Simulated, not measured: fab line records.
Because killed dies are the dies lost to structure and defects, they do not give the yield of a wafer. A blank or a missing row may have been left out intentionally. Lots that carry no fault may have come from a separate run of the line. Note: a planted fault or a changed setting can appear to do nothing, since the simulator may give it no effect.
Which of the tools did it?    flow rit cmos    Sampling: 7 lots, 21 wafers, 2 of 202 route steps

WHAT THE GAUGES SHOWED, per wafer
RIT_WELLDRIVE_RS_MEAS_01: measures by four-point-probe.
lot   measured     on             NWELL_RS (ohm/sq)
L276  day 2 09:49  film metro-02  276.6 276.2 277.2
L279  day 3 01:01  film metro-02  274.6 274.6 275.1
L281  day 3 12:30  film metro-02  275.4 275.6 275.9
L283  day 3 20:16  film metro-01  274.3 274.1 274.5
L288  day 4 22:08  film metro-02  275.2 275.1 275.5
L294  day 6 02:33  film metro-01  267.0 267.0 266.9
L298  day 7 01:33  film metro-02  276.1 276.3 276.4

WHAT TOOL EACH LOT RAN ON (gives the tool, then ch and the chambers of the sampled wafers, and finally the start)
lot   RIT_NWELL_IMPLANT_08
L276  implanter-04 ch 0, day 2 02:48
L279  implanter-02 ch 0, day 2 17:47
L281  implanter-02 ch 0, day 3 05:20
L283  implanter-03 ch 0, day 3 13:01
L288  implanter-04 ch 0, day 4 15:04
L294  implanter-04 ch 0, day 5 19:32
L298  implanter-03 ch 0, day 6 18:16
- RIT_NWELL_IMPLANT_08

THE ANSWER, worked out from the rows above alone
Rule: usual is defined by the lots themselves. The widest of any qualifying gaps counts: lots, ordered by their means at a reading, are off when they make up no more than a third of the lots, leave a main group of 4 or more, and stand apart from it by 3 or more times the standard deviation of that group's means. A main group whose means are all the same, to the digits that the tables above print for the reading, isn't used. A lot without any number at a reading at which 4 lots or more have one is off too. All remaining lots with rows at the step are treated as sound.
Off: at RIT_WELLDRIVE_RS_MEAS_01 (NWELL_RS), L294. Mean 275.5 ohm/sq and standard deviation 0.82 in the main group.
If a tool, at a process step before that reading, ran all the lots that are off and no sound lot after the first of them, it fits. The gauges at RIT_WELLDRIVE_RS_MEAS_01 are tried like those tools. This does not decide it: 2 tools fit, namely implanter-04 at RIT_NWELL_IMPLANT_08 and film metro-01 at RIT_WELLDRIVE_RS_MEAS_01.

WHAT THE SIMULATOR HAD PUT IN
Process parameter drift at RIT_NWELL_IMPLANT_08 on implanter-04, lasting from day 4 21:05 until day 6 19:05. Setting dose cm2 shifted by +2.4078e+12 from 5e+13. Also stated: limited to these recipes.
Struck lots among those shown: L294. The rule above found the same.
